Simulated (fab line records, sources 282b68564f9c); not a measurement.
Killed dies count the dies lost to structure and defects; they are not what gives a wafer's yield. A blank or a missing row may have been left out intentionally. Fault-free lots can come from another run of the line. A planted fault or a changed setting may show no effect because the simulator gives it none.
fab line records + flow rit_cmos
record:
- lots: 15
- wafers: 45
- last_day: 8
route steps=202 shown ACTIVE@2 M1@202
lots with no fault: from the same line, run without faults
start_h: hours from the record's opening day to when the first of the lot's shown wafers began + wait_h: hours since the lot's step before + " as in the row above + L1.1+2: a single row standing in for several wafers + - no value, or no start given + * or withheld: withheld + < > ~ a bound
route shown NAME@n: NAME is a module with steps in the file, n the number in the route of the first one + usual: the fault-free wafers' mean and standard deviation + same: alike in all rows + chamber/n: place in a boat + sites: per-site readings + _std_site: the standard deviation of these + _edge_site: inner sites' mean taken away from outer sites' mean + radius_mm: for every site, how far away it sits from the centre of the wafer + mask NAME#n: copy n + behind: the tool/chamber that last shaped the wafer + hold: reason for holding the lot/hours on hold/outcome of the hold + device: whichever transistor did not switch (one of n, p or np) + end of line: the route-end tests of the same wafers + where a step has no rows: the recipe by itself + killed: dies lost to structure and defects at the first sort, not the wafer's yield + map: shows each die of a wafer: x if killed, . if not, _ if none is there
set.NAME: the run value of the setting; set.NAME@STEP: its run value at that earlier step + model.NAME: the simulator's own value behind a step, which no gauge read
one table for each step of the route and one row for each wafer, over a sample of lots
services: when a tool's chamber went out of use (start_h, in hours from the record's first day, below 0 if earlier), for how many hours, and the reason
== steps ==
step: RIT_ACTIVE_OXIDATION_01
recipe:
- temp_c: 1000
- ambient: O2
- target_thk_a: 468
- ox_time_s: 3513
usual:
- spike_tc_centre_C: 1002.1/1.5
- spike_tc_load_C: 1025.2/1.4
- spike_tc_source_C: 1026.4/1.3
- tube_center_temp_C: 1000/0.09
- tube_center_temp_C_max: 1002.6/0.41
- zone_power_source_pct: 30.8/0.46
| lot.wafer | tool       | chamber | start_h | wait_h | spike_tc_centre_C | spike_tc_load_C | spike_tc_source_C | tube_center_temp_C | tube_center_temp_C_max | zone_power_source_pct |
|-----------|------------|---------|---------|--------|-------------------|-----------------|-------------------|--------------------|------------------------|-----------------------|
| L606.3    | furnace-02 | 0       | 10.12   | 0.1    | 1001.7            | 1025.9          | 1024.4            | 999.86             | 1002.4                 | 30.5                  |
| L606.4    | "          | 0       | "       | "      | 999.7             | 1026.1          | 1024.6            | 1000               | 1002.4                 | 31.5                  |
| L606.6    | "          | 0       | "       | "      | 999.5             | 1025.1          | 1025.7            | 1000.2             | 1002.5                 | 30.4                  |
| L607.1    | furnace-02 | 0       | 15.12   | 0.1    | 1000.5            | 1023.3          | 1025.5            | 1000               | 1002.5                 | 30.5                  |
| L607.3    | "          | 0       | "       | "      | 999.6             | 1025.6          | 1024.6            | 999.99             | 1002.8                 | 30.5                  |
| L607.6    | "          | 0       | "       | "      | 1002.2            | 1025.0          | 1025.3            | 999.8              | 1002.5                 | 30.2                  |
| L608.1    | furnace-04 | 0       | 20.12   | 0.1    | 1003.9            | 1024.3          | 1027.5            | 999.92             | 1002.9                 | 30.5                  |
| L608.2    | "          | 0       | "       | "      | 1004.0            | 1024.0          | 1027.9            | 999.98             | 1002.9                 | 30.5                  |
| L608.6    | "          | 0       | "       | "      | 1003.8            | 1024.1          | 1026.3            | 999.99             | 1001.9                 | 30.9                  |
| L611.3    | furnace-01 | 0       | 35.12   | 0.1    | 1000.9            | 1027.3          | 1026.3            | 1000.1             | 1002.3                 | 32.0                  |
| L611.4    | "          | 0       | "       | "      | 1000.1            | 1026.3          | 1028.1            | 1000.1             | 1002.9                 | 31.5                  |
| L611.5    | "          | 0       | "       | "      | 1001.2            | 1027.3          | 1026.1            | 999.92             | 1002.6                 | 31.6                  |
| L613.1    | furnace-01 | 0       | 45.12   | 0.1    | 999.3             | 1026.7          | 1025.2            | 999.83             | 1002.8                 | 31.0                  |
| L613.3    | "          | 0       | "       | "      | 1000.5            | 1025.8          | 1027.8            | 1000               | 1002.7                 | 31.5                  |
| L613.4    | "          | 0       | "       | "      | 1001.7            | 1025.7          | 1025.5            | 1000.2             | 1002.8                 | 31.1                  |
| L616.3    | furnace-02 | 0       | 60.12   | 0.1    | 1001.1            | 1023.8          | 1026.5            | 999.84             | 1002.2                 | 30.3                  |
| L616.4    | "          | 0       | "       | "      | 1002.0            | 1025.7          | 1026.1            | 1000.1             | 1002.3                 | 30.6                  |
| L616.6    | "          | 0       | "       | "      | 1000.7            | 1026.1          | 1025.0            | 999.95             | 1001.8                 | 31.2                  |
| L617.4    | furnace-04 | 0       | 65.12   | 0.0    | 1002.0            | 1024.1          | 1027.5            | 999.92             | 1003.0                 | 29.8                  |
| L617.5    | "          | 0       | "       | "      | 1003.7            | 1024.3          | 1028.2            | 1000.1             | 1003.1                 | 30.8                  |
| L617.6    | "          | 0       | "       | "      | 1003.6            | 1024.5          | 1027.4            | 999.97             | 1002.6                 | 30.7                  |
| L618.3    | furnace-02 | 0       | 70.12   | 0.1    | 1002.7            | 1025.3          | 1025.3            | 1000.1             | 1002.6                 | 30.2                  |
| L618.4    | "          | 0       | "       | "      | 1003.4            | 1024.7          | 1024.3            | 999.92             | 1003.3                 | 30.8                  |
| L618.5    | "          | 0       | "       | "      | 1001.5            | 1023.6          | 1025.0            | 1000               | 1002.3                 | 30.1                  |
| L621.3    | furnace-04 | 0       | 85.12   | 0.1    | 1003.9            | 1023.9          | 1029.8            | 1000.1             | 1003.5                 | 30.6                  |
| L621.4    | "          | 0       | "       | "      | 1002.2            | 1025.2          | 1028.3            | 999.9              | 1002.1                 | 30.9                  |
| L621.5    | "          | 0       | "       | "      | 1004.9            | 1024.4          | 1028.4            | 1000.2             | 1002.3                 | 30.9                  |
| L622.3    | furnace-02 | 0       | 90.12   | 0.1    | 977.3             | 1000.2          | 998.6             | 975.07             | 977.6                  | 28.7                  |
| L622.4    | "          | 0       | "       | "      | 976.9             | 997.4           | 1000.3            | 974.94             | 978.7                  | 28.8                  |
| L622.5    | "          | 0       | "       | "      | 977.5             | 999.0           | 1000.4            | 974.82             | 977.6                  | 28.7                  |
| L623.2    | furnace-02 | 0       | 95.12   | 0.1    | 975.7             | 998.6           | 999.1             | 975.09             | 977.9                  | 29.1                  |
| L623.4    | "          | 0       | "       | "      | 974.9             | 999.8           | 998.4             | 975.21             | 977.4                  | 28.9                  |
| L623.6    | "          | 0       | "       | "      | 974.8             | 999.2           | 1001.5            | 975.07             | 977.8                  | 28.5                  |
| L624.3    | furnace-02 | 0       | 100.29  | 0.1    | 978.0             | 1000.3          | 1000.1            | 975.12             | 977.3                  | 29.3                  |
| L624.5    | "          | 0       | "       | "      | 975.5             | 998.6           | 998.9             | 974.94             | 977.9                  | 29.0                  |
| L624.6    | "          | 0       | "       | "      | 976.2             | 999.9           | 1001.1            | 974.99             | 978.3                  | 28.7                  |
| L627.2    | furnace-01 | 0       | 115.12  | 0.1    | 1001.1            | 1025.8          | 1026.6            | 1000               | 1002.5                 | 31.0                  |
| L627.4    | "          | 0       | "       | "      | 999.8             | 1027.2          | 1026.3            | 1000.1             | 1002.1                 | 31.4                  |
| L627.6    | "          | 0       | "       | "      | 1002.1            | 1027.2          | 1027.9            | 999.91             | 1002.1                 | 31.0                  |
| L628.2    | furnace-04 | 0       | 120.12  | 0.1    | 1003.8            | 1023.8          | 1027.8            | 999.97             | 1002.6                 | 30.9                  |
| L628.3    | "          | 0       | "       | "      | 1004.4            | 1025.3          | 1027.8            | 1000               | 1002.5                 | 30.8                  |
| L628.6    | "          | 0       | "       | "      | 1003.6            | 1024.9          | 1027.3            | 1000.1             | 1002.6                 | 30.4                  |
| L629.3    | furnace-04 | 0       | 125.12  | 0.1    | 1004.8            | 1022.9          | 1026.3            | 1000.1             | 1003.1                 | 30.8                  |
| L629.4    | "          | 0       | "       | "      | 1004.1            | 1023.3          | 1027.9            | 1000               | 1002.6                 | 30.8                  |
| L629.6    | "          | 0       | "       | "      | 1004.0            | 1024.3          | 1027.9            | 999.87             | 1002.9                 | 31.2                  |
step: RIT_ACTIVE_THK_MEAS_02
recipe:
- reads: SiO2_of_ACTIVE_OXIDATION_01
usual:
- ACTIVE_OXIDE_THK: 48.1/0.9
| lot.wafer | tool          | chamber | start_h | wait_h | ACTIVE_OXIDE_THK[nm] |
|-----------|---------------|---------|---------|--------|----------------------|
| L606.3    | film_metro-01 | -       | 12.07   | 0.0    | 48.1                 |
| L606.4    | "             | -       | "       | "      | 48.5                 |
| L606.6    | "             | -       | "       | "      | 49.1                 |
| L607.1    | film_metro-02 | -       | 17.05   | 0.0    | 49.1                 |
| L607.3    | "             | -       | "       | "      | 48.6                 |
| L607.6    | "             | -       | "       | "      | 48.5                 |
| L608.1    | film_metro-01 | -       | 22.05   | 0.0    | 47.9                 |
| L608.2    | "             | -       | "       | "      | 47.3                 |
| L608.6    | "             | -       | "       | "      | 47.7                 |
| L611.3    | film_metro-03 | -       | 37.07   | 0.0    | 49.2                 |
| L611.4    | "             | -       | "       | "      | 49.2                 |
| L611.5    | "             | -       | "       | "      | 49.6                 |
| L613.1    | film_metro-01 | -       | 47.05   | 0.0    | 49.1                 |
| L613.3    | "             | -       | "       | "      | 50.1                 |
| L613.4    | "             | -       | "       | "      | 49.5                 |
| L616.3    | film_metro-03 | -       | 62.07   | 0.0    | 47.6                 |
| L616.4    | "             | -       | "       | "      | 48.5                 |
| L616.6    | "             | -       | "       | "      | 47.5                 |
| L617.4    | film_metro-02 | -       | 67.08   | 0.0    | 49.7                 |
| L617.5    | "             | -       | "       | "      | 49.4                 |
| L617.6    | "             | -       | "       | "      | 49.4                 |
| L618.3    | film_metro-01 | -       | 72.07   | 0.0    | 47.6                 |
| L618.4    | "             | -       | "       | "      | 47.4                 |
| L618.5    | "             | -       | "       | "      | 47.4                 |
| L621.3    | film_metro-01 | -       | 87.07   | 0.0    | 46.8                 |
| L621.4    | "             | -       | "       | "      | 47.4                 |
| L621.5    | "             | -       | "       | "      | 46.7                 |
| L622.3    | film_metro-01 | -       | 92.07   | 0.0    | 38.5                 |
| L622.4    | "             | -       | "       | "      | 38.9                 |
| L622.5    | "             | -       | "       | "      | 38.5                 |
| L623.2    | film_metro-02 | -       | 97.06   | 0.0    | 39.4                 |
| L623.4    | "             | -       | "       | "      | 39.0                 |
| L623.6    | "             | -       | "       | "      | 39.4                 |
| L624.3    | film_metro-03 | -       | 102.25  | 0.0    | 39.4                 |
| L624.5    | "             | -       | "       | "      | 39.4                 |
| L624.6    | "             | -       | "       | "      | 39.2                 |
| L627.2    | film_metro-01 | -       | 117.06  | 0.0    | 47.4                 |
| L627.4    | "             | -       | "       | "      | 47.5                 |
| L627.6    | "             | -       | "       | "      | 47.3                 |
| L628.2    | film_metro-01 | -       | 122.06  | 0.0    | 47.4                 |
| L628.3    | "             | -       | "       | "      | 47.1                 |
| L628.6    | "             | -       | "       | "      | 47.8                 |
| L629.3    | film_metro-02 | -       | 127.07  | 0.0    | 46.4                 |
| L629.4    | "             | -       | "       | "      | 46.8                 |
| L629.6    | "             | -       | "       | "      | 47.2                 |
step: RIT_M1_PROBE_99
usual:
- killed_at_M0_to_M3: 0.0/0.083
- killed_at_contacts: 0.1/0.31
- killed_at_front_end: 6.3/3
- killed_dies: 6.4/3
- killed_open: 3/1.9
- killed_short: 3.4/1.9
same:
- gross_dies: 264
- killed_at_M4_up: 0
- killed_at_back_side: 0
- killed_at_other: 0
| lot.wafer | tool      | chamber | start_h | wait_h | killed_at_M0_to_M3 | killed_at_contacts | killed_at_front_end | killed_dies | killed_open | killed_short |
|-----------|-----------|---------|---------|--------|--------------------|--------------------|---------------------|-------------|-------------|--------------|
| L629.3    | prober-02 | -       | 186.53  | 0.2    | 0                  | 0                  | 4                   | 4           | 2           | 2            |
| L629.4    | prober-02 | -       | 186.58  | 0.2    | 0                  | 0                  | 4                   | 4           | 3           | 1            |
| L629.6    | prober-02 | -       | 186.68  | 0.2    | 0                  | 0                  | 2                   | 2           | 2           | 0            |
killed by level:class
L629.3 GATE:geometric_particle:open=2 FOX1:geometric_particle:short=1 GATE:geometric_particle:short=1
L629.4 SPACER:geometric_particle:open=3 GATE:geometric_particle:short=1
L629.6 REOX:geometric_particle:open=1 SPACER:geometric_particle:open=1
== services ==
| tool       | chamber | start_h | hours | kind |
|------------|---------|---------|-------|------|
| furnace-01 | -       | 54.76   | 3.2   | pm   |
| furnace-02 | -       | 97.05   | 3.2   | pm   |
== key ==
first_sign:
- step: RIT_ACTIVE_OXIDATION_01
- reading: tube_center_temp_C
- direction: down
- sigmas: 99+
- usual: *
- struck: *
effect:
- step: RIT_ACTIVE_OXIDATION_01
- reading: tube_center_temp_C_max
- direction: down
- sigmas: 60
- usual: *
- struck: *
effect:
- step: RIT_ACTIVE_THK_MEAS_02
- reading: ACTIVE_OXIDE_THK
- direction: down
- sigmas: 10
- usual: 48.1
- struck: 39.1
met_at RIT_ACTIVE_OXIDATION_01
struck_lots L622,L623,L624
tester_left_out L622,L623,L624
onset_between 70.12 90.12
fault:
- kind: process_parameter_drift
- tool: furnace-02
- chamber: -
- onset_h: 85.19
- steps: RIT_ACTIVE_OXIDATION_01
- channel: temp_c
- offset: *
- shape: step
- end_h: 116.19
- acts_in: *
- stated: *
tester_left_out: of these lots the tester's yield and bins aren't shown, on N5 and GAA mostly nor the transistor test; their killed dies are dies lost to structure and defects alone, not to doping, threshold or leakage, so they don't give the yield
